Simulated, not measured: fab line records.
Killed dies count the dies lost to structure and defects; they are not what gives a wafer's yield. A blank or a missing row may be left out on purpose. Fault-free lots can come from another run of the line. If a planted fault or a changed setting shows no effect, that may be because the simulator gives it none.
fab line records | flow ritCmos
record: lots: 6 wafers: 18 lastDay: 6
route steps=202 shown SPACER@127 NSD@131 PSD@142 SDANNEAL@153 M1@202
lots that met no fault: taken from a fault-free run of the same line
startH: hours from the record's first day to the start of the lot's first wafer shown | waitH: time in hours since the lot's previous step | " repeats the value in the row above | L1.1+2: a single row standing in for several wafers | - value missing, or start not given | * or withheld: withheld | < > ~ a bound
route shown NAME@n: names a module that has steps shown in the file, with the first one's number in the route | usual: mean/standard deviation of fault-free wafers | same: alike in all rows | chamber/n: place in a boat | sites: each site's reading | _std_site: standard deviation across them | _edge_site: the outer-site mean with the inner-site mean subtracted | radiusMm: for every site, how far away it sits from the centre of the wafer | mask NAME#n: copy n | behind: tool/chamber where the wafer was last shaped | hold: reason for holding the lot/hours on hold/outcome of the hold | device: names the non-switching transistor (n, p or np) | end of line: the same wafers' tests at the end of the route | for a step that has no rows: nothing shown but its recipe | killed: count of dies lost to structure and defects at first sort (not the wafer's yield) | map: the dies of a wafer, with x for killed, . for not killed, _ for no die there
set.NAME: setting as actually run; set.NAME@STEP: the setting as run at that earlier step | model.NAME: the simulator's own value behind a step, which no gauge read
lots at some steps of the route; a table a step, a row a wafer
services: when a tool's chamber went out of use (startH, in hours from the record's first day, below 0 if earlier), for how many hours, and the reason
== steps ==
step: RIT_SPACER_CLEAN_02
recipe: chemistry: SC2 mix: 3:3:50 timeS: 600 tempC: 75 dry: n2Spin
step: RIT_SPACER_CVD_03
recipe: material: Si3N4 targetThkNm: 250 tempC: 810 precursor: SiH2Cl2/NH3 timeS: 3300 pressureMtorr: 300 sih2cl2FlowSccm: 60 nh3FlowSccm: 150
step: RIT_SPACER_THK_MEAS_04
recipe: reads: Si3N4_of_SPACER_CVD_03
usual: SPACER_NITRIDE_THK: 251.0/2.4
columns lot.wafer tool chamber startH waitH SPACER_NITRIDE_THK[nm]
L610.1 filmMetro-02 - 44.78 0.0 249.8
L610.3 " - " " 248.2
L610.6 " - " " 250.3
L613.2 filmMetro-03 - 60.86 0.0 253.5
L613.5 " - " " 253.7
L613.6 " - " " 250.2
L614.2 filmMetro-04 - 65.22 0.0 255.5
L614.3 " - " " 255.8
L614.4 " - " " 254.1
L616.4 filmMetro-03 - 76.54 0.0 247.8
L616.5 " - " " 250.6
L616.6 " - " " 248.8
L622.1 filmMetro-02 - 108.03 0.0 250.6
L622.3 " - " " 250.7
L622.5 " - " " 254.2
L627.1 filmMetro-02 - 137.16 0.0 252.8
L627.2 " - " " 252.0
L627.6 " - " " 253.1
step: RIT_SPACER_ETCHBACK_05
recipe: targetDepthA: 2500 SF6_flow_sccm: 30 CHF3_flow_sccm: 30 target: Si3N4 chemistry: SF6/CHF3 pressureMtorr: 40 rfW: 250 timeS: 240 stopOn: SiO2
usual: drypumpMotorCurrentA: 5.5/0.37 oesProductAu: 0.842/0.012 throttleValvePct: 10.26/0.16
columns lot.wafer tool chamber startH waitH drypumpMotorCurrentA oesProductAu rfHoursCounterH throttleValvePct
L610.1 rieDiel-01 0 44.84 0.1 6.2 0.831 147 10.39
L610.3 " 3 " " 6.1 0.830 119 10.22
L610.6 " 1 " " 5.3 0.848 - 10.09
L613.2 rieDiel-02 0 60.91 0.0 5.4 0.819 9 10.08
L613.5 " 2 " " 5.4 0.854 - 10.24
L613.6 " 3 " " 5.3 0.829 - 10.26
L614.2 rieDiel-02 2 65.27 0.0 5.4 0.859 23 10.24
L614.3 " 3 " " 5.2 0.842 17 10.26
L614.4 " 1 " " 4.9 0.871 73 10.21
L616.4 rieDiel-01 0 76.57 0.0 6.2 0.819 148 10.39
L616.5 " 2 " " 5.7 0.840 - 10.10
L616.6 " 3 " " 6.1 0.826 - 10.19
L622.1 rieDiel-04 3 108.09 0.1 5.1 0.847 147 10.12
L622.3 " 2 " " 5.2 0.861 68 10.36
L622.5 " 0 " " 5.5 0.854 - 10.56
L627.1 rieDiel-02 2 137.22 0.1 5.3 0.855 25 10.26
L627.2 " 3 " " 5.3 0.828 19 10.26
L627.6 " 2 " " 5.4 0.855 - 10.24
step: RIT_NSD_HMDS_00
recipe: primeTimeS: 60 primeTempC: 140
step: RIT_NSD_COAT_01
recipe: resist: NOVOLAK spinRpm: 3250 resistThkNm: 1000
step: RIT_NSD_SOFTBAKE_02
recipe: resist: NOVOLAK tempC: 90 timeS: 60
step: RIT_NSD_EXPOSE_03
recipe: maskId: M9 na: 0.57 targetCdNm: 40700 doseMj: 250
step: RIT_NSD_PEB_04
recipe: resist: NOVOLAK tempC: withheld timeS: withheld
step: RIT_NSD_DEVELOP_05
recipe: resist: NOVOLAK developTimeS: 50 devTempC: 23
step: RIT_NSD_OVL_MEAS_06
usual: NSD_OVL: 0.0/1.3
columns lot.wafer tool chamber startH waitH NSD_OVL[nm]
L610.1 overlay-02 - 45.97 - 0.1
L610.3 " - " " 0.7
L610.6 " - " " -0.3
L613.2 overlay-02 - 61.92 - 2.5
L613.5 " - " " 1.1
L613.6 " - " " 1.8
L614.2 overlay-01 - 66.33 - -0.5
L614.3 " - " " -3.3
L614.4 " - " " -0.4
L616.4 overlay-02 - 77.72 - 0.9
L616.5 " - " " -0.4
L616.6 " - " " -1.2
L622.1 overlay-01 - 109.21 - -1.5
L622.3 " - " " -3.7
L622.5 " - " " -1.0
L627.1 overlay-02 - 138.22 - 1.1
L627.2 " - " " 0.5
L627.6 " - " " -0.5
step: RIT_NSD_HARDBAKE_07
recipe: resist: NOVOLAK tempC: 140 timeS: 60
step: RIT_NSD_IMPLANT_08
recipe: species: P energyKev: 25 doseCm2: 1e+15 tiltDeg: 7
usual: tiltDeg: 6.999/0.02
columns lot.wafer tool chamber startH waitH tiltDeg
L610.1 implanter-01 0 46.15 0.1 7.000
L610.3 " 0 " " 7.003
L610.6 " 0 " " 6.960
L613.2 implanter-02 0 62.12 0.1 7.018
L613.5 " 0 " " 6.998
L613.6 " 0 " " 7.014
L614.2 implanter-04 0 66.69 0.1 6.979
L614.3 " 0 " " 6.987
L614.4 " 0 " " 7.006
L616.4 implanter-02 0 77.96 0.1 6.966
L616.5 " 0 " " 6.997
L616.6 " 0 " " 6.975
L622.1 implanter-01 0 109.40 0.1 6.992
L622.3 " 0 " " 7.011
L622.5 " 0 " " 6.989
L622.1 implanter-01 0 109.71 0.3 7.010
L622.3 " 0 " " 6.950
L622.5 " 0 " " 6.982
L627.1 implanter-04 0 138.41 0.1 6.995
L627.2 " 0 " " 7.006
L627.6 " 0 " " 6.999
L627.1 implanter-04 0 138.73 0.3 6.974
L627.2 " 0 " " 6.977
L627.6 " 0 " " 7.015
step: RIT_NSD_STRIP_09
recipe: chemistry: O2 timeS: 180 resist: NOVOLAK platenTempC: withheld powerW: 500 pressureMtorr: 4000 o2FlowSccm: 4000
usual: drypumpMotorCurrentA: 5.4/0.43
columns lot.wafer tool chamber startH waitH drypumpMotorCurrentA rfHoursCounterH
L610.1 plasmaAsher-02 1 46.30 0.1 5.1 41
L610.3 " 0 " " 5.5 -
L610.6 " 1 " " 5.1 -
L613.2 plasmaAsher-04 0 62.25 0.1 5.1 42
L613.5 " 0 " " 5.0 -
L613.6 " 1 " " 4.9 -
L614.2 plasmaAsher-02 0 66.81 0.1 5.5 43
L614.3 " 0 " " 5.5 -
L614.4 " 1 " " 5.1 -
L616.4 plasmaAsher-03 0 78.10 0.1 6.2 -
L616.5 " 0 " " 6.2 -
L616.6 " 1 " " 5.8 -
L622.1 plasmaAsher-04 1 109.86 0.1 4.9 47
L622.3 " 1 " " 5.0 -
L622.5 " 1 " " 4.9 -
L627.1 plasmaAsher-02 0 138.88 0.1 5.5 50
L627.2 " 1 " " 5.1 50
L627.6 " 0 " " 5.5 -
step: RIT_NSD_TW_MEAS_10
usual: NSD_TW: 3172/21
columns lot.wafer tool chamber startH waitH NSD_TW
L610.1 filmMetro-04 - 46.48 0.1 3136
L610.3 " - " " 3163
L610.6 " - " " 3167
L613.2 filmMetro-04 - 62.43 0.1 3165
L613.5 " - " " 3143
L613.6 " - " " 3162
L614.2 filmMetro-01 - 67.00 0.1 3174
L614.3 " - " " 3182
L614.4 " - " " 3177
L616.4 filmMetro-01 - 78.24 0.1 3176
L616.5 " - " " 3164
L616.6 " - " " 3156
L622.1 filmMetro-02 - 110.12 0.2 3550
L622.3 " - " " 3541
L622.5 " - " " 3529
L622.1 filmMetro-02 - 110.35 0.2 3539
L622.3 " - " " 3532
L622.5 " - " " 3536
L627.1 filmMetro-04 - 139.05 0.1 3539
L627.2 " - " " 3529
L627.6 " - " " 3531
L627.1 filmMetro-04 - 139.28 0.2 3565
L627.2 " - " " 3548
L627.6 " - " " 3527
step: RIT_PSD_HMDS_00
recipe: primeTimeS: 60 primeTempC: 140
step: RIT_PSD_COAT_01
recipe: resist: NOVOLAK spinRpm: 3250 resistThkNm: 1000
step: RIT_PSD_SOFTBAKE_02
recipe: resist: NOVOLAK tempC: 90 timeS: 60
step: RIT_PSD_EXPOSE_03
recipe: maskId: M10 na: 0.57 targetCdNm: 40900 doseMj: 250
step: RIT_PSD_PEB_04
recipe: resist: NOVOLAK tempC: withheld timeS: withheld
step: RIT_PSD_DEVELOP_05
recipe: resist: NOVOLAK developTimeS: 50 devTempC: 23
step: RIT_PSD_OVL_MEAS_06
usual: PSD_OVL: 0.3/1.2
columns lot.wafer tool chamber startH waitH PSD_OVL[nm]
L610.1 overlay-02 - 47.65 - 2.0
L610.3 " - " " 0.3
L610.6 " - " " 1.7
L613.2 overlay-02 - 63.46 - 1.4
L613.5 " - " " 3.0
L613.6 " - " " 1.8
L614.2 overlay-02 - 68.03 - 1.3
L614.3 " - " " 0.9
L614.4 " - " " 0.6
L616.4 overlay-02 - 79.14 - 0.2
L616.5 " - " " 0.0
L616.6 " - " " 2.5
L622.1 overlay-01 - 116.26 - -1.8
L622.3 " - " " -0.2
L622.5 " - " " -1.0
L627.1 overlay-01 - 146.83 - -0.8
L627.2 " - " " -1.2
L627.6 " - " " 0.5
step: RIT_PSD_HARDBAKE_07
recipe: resist: NOVOLAK tempC: 140 timeS: 60
step: RIT_PSD_IMPLANT_08
recipe: species: BF2 energyKev: 27 doseCm2: 5e+15 tiltDeg: 7
step: RIT_PSD_STRIP_09
recipe: chemistry: O2 timeS: 180 resist: NOVOLAK platenTempC: withheld powerW: 500 pressureMtorr: 4000 o2FlowSccm: 4000
usual: drypumpMotorCurrentA: 5.28/0.23
columns lot.wafer tool chamber startH waitH drypumpMotorCurrentA rfHoursCounterH
L610.1 plasmaAsher-01 0 47.98 0.1 5.47 39
L610.3 " 1 " " 5.45 -
L610.6 " 1 " " 5.44 -
L613.2 plasmaAsher-04 1 63.79 0.1 4.94 42
L613.5 " 0 " " 5.04 -
L613.6 " 1 " " 4.93 -
L614.2 plasmaAsher-01 1 68.36 0.1 5.49 41
L614.3 " 0 " " 5.48 -
L614.4 " 1 " " 5.48 -
L616.4 plasmaAsher-01 1 79.52 0.1 5.48 -
L616.5 " 0 " " 5.46 -
L616.6 " 1 " " 5.47 -
L622.1 plasmaAsher-04 0 116.81 0.1 5.06 47
L622.3 " 0 " " 5.08 -
L622.5 " 0 " " 5.05 -
L627.1 plasmaAsher-02 0 147.16 0.1 5.52 50
L627.2 " 1 " " 5.09 50
L627.6 " 1 " " 5.10 -
step: RIT_PSD_TW_MEAS_10
usual: PSD_TW: 3470/27
columns lot.wafer tool chamber startH waitH PSD_TW
L610.1 filmMetro-02 - 48.16 0.1 3429
L610.3 " - " " 3468
L610.6 " - " " 3455
L613.2 filmMetro-02 - 63.98 0.1 3429
L613.5 " - " " 3434
L613.6 " - " " 3434
L614.2 filmMetro-02 - 68.54 0.1 3445
L614.3 " - " " 3427
L614.4 " - " " 3450
L616.4 filmMetro-04 - 79.67 0.1 3468
L616.5 " - " " 3480
L616.6 " - " " 3463
L622.1 filmMetro-01 - 116.99 0.1 3487
L622.3 " - " " 3482
L622.5 " - " " 3487
L627.1 filmMetro-01 - 147.34 0.1 3511
L627.2 " - " " 3502
L627.6 " - " " 3505
step: RIT_SDANNEAL_CLEAN_00
recipe: chemistry: SC1 mix: 3:3:50 timeS: 600 tempC: 75
step: RIT_SDANNEAL_CLEAN_01
recipe: chemistry: dHF dilution: 50:1 timeS: 30
step: RIT_SDANNEAL_CLEAN_02
recipe: chemistry: SC2 mix: 3:3:50 timeS: 600 tempC: 75 dry: n2Spin
step: RIT_SDANNEAL_RTA_03
recipe: tempC: 1050 timeS: 5 idleTempC: 600 rampUpCPerS: 342 rampDownCPerS: 171 coolToC: 600 ambient: N2
usual: chamberO2Ppm: 2.002/0.025 rampDownCPerS: 171.00/0.029 rampUpCPerS: 342.01/0.064 wafer_temp_C_max: 1053.5/1.1
columns lot.wafer tool chamber startH waitH chamberO2Ppm rampDownCPerS rampUpCPerS wafer_temp_C_max
L610.1 rtpAnneal-02 0 48.59 0.0 2.011 170.99 341.95 1053.4
L610.3 " 0 " " 2.027 171.00 341.99 1053.9
L610.6 " 0 " " 1.993 170.97 342.07 1053.9
L613.2 rtpAnneal-01 0 64.40 0.0 2.029 170.96 341.88 1055.6
L613.5 " 0 " " 2.030 171.04 341.99 1053.9
L613.6 " 0 " " 1.998 171.00 342.02 1054.1
L614.2 rtpAnneal-02 0 68.99 0.0 1.981 170.96 342.08 1053.7
L614.3 " 0 " " 1.971 170.98 342.01 1053.8
L614.4 " 0 " " 1.968 170.98 342.04 1053.0
L616.4 rtpAnneal-02 0 80.12 0.0 1.997 171.03 341.94 1053.1
L616.5 " 0 " " 1.977 170.98 341.98 1053.5
L616.6 " 0 " " 2.010 171.04 341.89 1054.2
L622.1 rtpAnneal-02 0 117.76 0.0 1.977 171.02 342.05 1052.5
L622.3 " 0 " " 1.976 171.04 342.07 1054.0
L622.5 " 0 " " 1.940 170.98 342.12 1053.2
L627.1 rtpAnneal-01 0 147.90 0.0 2.009 171.04 342.00 1053.1
L627.2 " 0 " " 1.979 171.03 342.02 1052.9
L627.6 " 0 " " 1.994 170.97 342.04 1051.4
step: RIT_SDANNEAL_RS_MEAS_04
recipe: thkMeasGauge: four-point-probe
usual: PSD_RS: 115.83/0.29
columns lot.wafer tool chamber startH waitH PSD_RS[ohm/sq]
L610.1 filmMetro-04 - 48.64 0.0 115.38
L610.3 " - " " 115.66
L610.6 " - " " 115.48
L613.2 filmMetro-04 - 64.47 0.1 115.53
L613.5 " - " " 115.86
L613.6 " - " " 115.76
L614.2 filmMetro-01 - 69.06 0.1 115.92
L614.3 " - " " 115.80
L614.4 " - " " 116.21
L616.4 filmMetro-04 - 80.21 0.1 115.66
L616.5 " - " " 115.39
L616.6 " - " " 115.65
L622.1 filmMetro-01 - 117.82 0.0 116.13
L622.3 " - " " 116.22
L622.5 " - " " 116.17
L627.1 filmMetro-01 - 147.96 0.0 115.51
L627.2 " - " " 115.87
L627.6 " - " " 115.53
step: RIT_SDANNEAL_RS_MEAS_05
recipe: thkMeasGauge: four-point-probe
usual: NSD_RS: 84.5/0.33
columns lot.wafer tool chamber startH waitH NSD_RS[ohm/sq]
L610.1 filmMetro-04 - 48.76 0.1 84.1
L610.3 " - " " 84.2
L610.6 " - " " 84.3
L613.2 filmMetro-04 - 64.59 0.1 84.8
L613.5 " - " " 84.8
L613.6 " - " " 84.5
L614.2 filmMetro-01 - 69.18 0.1 84.6
L614.3 " - " " 84.5
L614.4 " - " " 84.3
L616.4 filmMetro-04 - 80.33 0.1 84.6
L616.5 " - " " 84.3
L616.6 " - " " 84.7
L622.1 filmMetro-01 - 117.94 0.1 52.4
L622.3 " - " " 52.5
L622.5 " - " " 52.5
L622.1 filmMetro-01 - 118.23 0.3 52.4
L622.3 " - " " 52.5
L622.5 " - " " 52.5
L627.1 filmMetro-01 - 148.08 0.1 52.6
L627.2 " - " " 52.5
L627.6 " - " " 52.3
L627.1 filmMetro-01 - 148.41 0.3 52.6
L627.2 " - " " 52.4
L627.6 " - " " 52.4
step: RIT_M1_PROBE_99
usual: defectLimitedYield: 97.3/1.1 killedAtContacts: 0.1/0.31 killedAtFrontEnd: 7.1/2.8 killedDies: 7.2/2.8 killedOpen: 3.5/2 killedShort: 3.7/1.9 sort_bin_3_pad_short: 0.1/0.22 sort_bin_5_function: 1.6/0.77 sort_bin_6_memory: 1.0/0.59 sortNPass: 256.8/2.8 sortYieldPct: 97.3/1.1
same: grossDies: 264 killed_at_M0_to_M3: 0 killed_at_M4_up: 0 killedAtBackSide: 0 killedAtOther: 0
columns lot.wafer tool chamber startH waitH defectLimitedYield[%] killedAtContacts killedAtFrontEnd killedDies killedOpen killedShort sort_bin_3_pad_short[%] sort_bin_5_function[%] sort_bin_6_memory[%] sortNPass sortYieldPct[%]
L613.2 prober-02 - 73.72 0.1 95.8 0 11 11 6 5 0 3.0 1.1 253.0 95.8
L613.5 prober-02 - 73.87 0.2 98.5 0 4 4 0 4 0 0.8 0.8 260.0 98.5
L613.6 prober-02 - 73.92 0.2 98.5 0 4 4 2 2 0 0.8 0.8 260.0 98.5
L616.4 prober-01 - 88.82 0.2 97.7 0 6 6 4 2 0.4 1.1 0.8 258.0 97.7
L616.5 prober-01 - 88.87 0.2 97.7 0 6 6 4 2 0 1.1 1.1 258.0 97.7
L616.6 prober-01 - 88.92 0.2 97.7 1 5 6 4 2 0 1.9 0.4 258.0 97.7
killed by level:class
L613.2 SILICIDE:geometricParticle:short=3 FOX2:geometricParticle:open=2 FOX1:geometricParticle:open=1 FOX1:geometricParticle:short=1 GATE:geometricParticle:short=1 GATE:geometricParticle:open=1 REOX:geometricParticle:open=1 SILICIDE:geometricParticle:open=1
L613.5 GATE:geometricParticle:short=2 FOX1:geometricParticle:short=1 REOX:geometricParticle:short=1
L613.6 SPACER:geometricParticle:open=2 GATE:geometricParticle:short=1 SILICIDE:geometricParticle:short=1
L616.4 GATE:geometricParticle:open=2 FOX1:geometricParticle:short=1 SPACER:geometricParticle:open=1 SILICIDE:geometricParticle:short=1 SILICIDE:geometricParticle:open=1
L616.5 GATE:geometricParticle:open=4 GATE:geometricParticle:short=2
L616.6 GATE:geometricParticle:open=3 FOX1:geometricParticle:open=1 SILICIDE:geometricParticle:short=1 CONTACT:geometricParticle:short=1
== services ==
columns tool chamber startH hours kind
rieDiel-02 1 21.34 2.6 repair
implanter-04 - 26.31 22.5 repair
implanter-02 - 42.60 3.7 pm
rieDiel-01 - 51.72 2.2 repair
implanter-01 - 57.60 2.9 pm
rieDiel-04 - 81.79 0.2 repair
plasmaAsher-01 - 87.05 0.5 repair
implanter-02 - 88.90 1.5 repair
implanter-01 - 104.26 1.2 repair
rieDiel-02 3 105.79 8.8 repair
plasmaAsher-01 - 108.75 9.0 pm
plasmaAsher-01 0 108.75 9.0 ventCycle
plasmaAsher-01 1 108.75 9.0 ventCycle
plasmaAsher-01 0 117.75 - clean
plasmaAsher-01 1 117.75 - clean
plasmaAsher-02 - 119.68 1.4 repair
implanter-02 - 123.82 2.2 repair
== key ==
firstSign: step: RIT_NSD_IMPLANT_08 reading: visit direction: added
effect: step: RIT_NSD_TW_MEAS_10 reading: visit direction: added
effect: step: RIT_NSD_TW_MEAS_10 reading: NSD_TW direction: up sigmas: 17 usual: 3172 struck: 3536
effect: step: RIT_SDANNEAL_RS_MEAS_05 reading: visit direction: added
effect: step: RIT_SDANNEAL_RS_MEAS_05 reading: NSD_RS direction: down sigmas: 98 usual: 84.5 struck: 52.5
metAt RIT_NSD_IMPLANT_08
struckWafers L622.1,L622.3,L622.5,L627.1,L627.2,L627.6
scrappedBehind RIT_SDANNEAL_RS_MEAS_05 L622.1,L622.3,L622.5,L627.1,L627.2,L627.6
fault: kind: repeatedStepWhole tool: implanter-01,implanter-02,implanter-04 chamber: - onsetH: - steps: RIT_NSD_IMPLANT_08 times: 1 scope: struckLotsOnly
